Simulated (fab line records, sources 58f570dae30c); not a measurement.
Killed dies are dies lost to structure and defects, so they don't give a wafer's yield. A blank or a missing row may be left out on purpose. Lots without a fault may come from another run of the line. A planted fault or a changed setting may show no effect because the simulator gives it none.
One fault seen from 2 desks | flow berkeley_cmos170 | each desk has only its own numbers; what lay behind them comes last

THE TOOL OWNER'S DESK: rie_si-02
The tool's own readings at UCB170_GATE_ETCH_15 (etches poly-Si in HBr/Cl2, stops on SiO2, time 56.3 s, target depth 278.2 nm): means of the sampled wafers that have a number, for each lot that ran on this tool. A lot is out of limits, marked OUT, if its mean lies more than 4 standard deviations from the usual mean; the brackets give that distance.
Columns: A = bias_w at UCB170_GATE_ETCH_15, usual 150.0 W; B = chamber_pressure_mTorr at UCB170_GATE_ETCH_15, usual 15.000 mTorr; C = drypump_motor_current_A at UCB170_GATE_ETCH_15, usual 5.4 A; D = oes_product_au at UCB170_GATE_ETCH_15, usual 0.830 a.u.; E = throttle_valve_pct at UCB170_GATE_ETCH_15, usual 26.46 %
lot  | first seen here | A               | B      | C   | D     | E
L655 | day 7 02:55     | 150.2           | 14.956 | 5.2 | 0.836 | 26.36
L656 | day 7 14:34     | 149.9           | 15.001 | 5.4 | 0.830 | 26.27
L659 | day 8 04:46     | 149.6           | 15.002 | 5.2 | 0.827 | 26.46
L660 | day 8 17:20     | 175.8 (+57) OUT | 15.008 | 5.5 | 0.827 | 26.35
L663 | day 9 02:22     | 175.8 (+57) OUT | 14.997 | 5.5 | 0.820 | 26.36
L674 | day 11 13:44    | 150.1           | 15.001 | 5.3 | 0.837 | 26.46
L677 | day 11 22:31    | 150.4           | 15.000 | 5.4 | 0.832 | 26.54
This desk's finding: out of limits on L660, L663; first on L660, day 8 17:20 (bias_w at UCB170_GATE_ETCH_15). In limits: L655, L656, L659, L674, L677.

THE METROLOGY DESK
What the gauges read, lot by lot, whatever tool the lot ran on: means of the sampled wafers that have a number. A lot is out of limits, marked OUT, if its mean lies more than 4 standard deviations from the usual mean; the brackets give that distance.
Columns: A = cd_nm at UCB170_M1_CD_MEAS_09, usual 700.5 nm; B = cd_nm at UCB170_M3_CD_MEAS_90, usual 700.0 nm
lot  | first seen here | A     | B
L655 | day 8 05:58     | 702.2 | 701.9
L654 | day 8 06:37     | 700.8 | 700.1
L656 | day 8 15:49     | 700.0 | 703.9
L657 | day 9 03:38     | 698.6 | 700.9
L658 | day 9 04:20     | 701.7 | 700.9
L659 | day 9 04:47     | 699.5 | 697.1
L660 | day 9 18:49     | 702.3 | 698.6
L663 | day 10 01:17    | 700.1 | 697.8
L669 | day 11 07:07    | 699.7 | 698.5
L668 | day 11 09:39    | 700.0 | 696.9
L671 | day 12 09:44    | 699.7 | 702.7
L675 | day 12 17:26    | 698.8 | 698.2
L674 | day 12 17:30    | 698.6 | 698.3
L677 | day 13 00:16    | 701.3 | 701.4
This desk's finding: nothing out of limits on any of the 14 lots.

PUT TOGETHER
The tool owner's desk could have raised an alarm at day 8 17:20, on L660, L663.
The metrology desk saw nothing out of limits.
The metrology desk has L660, L663 on record, within its limits.
Of the lots named, all ran UCB170_GATE_ETCH_15 on rie_si-02.

WHAT THE SIMULATOR HAD PUT IN
Process parameter drift: rie_si-02, from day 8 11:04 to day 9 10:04, at UCB170_GATE_ETCH_15. Setting bias_w, moved by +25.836, from 150.
Lots struck among those shown: L660, L663.
Hours from the fault's start to each desk's first reading out of limits: the tool owner's desk, 6.
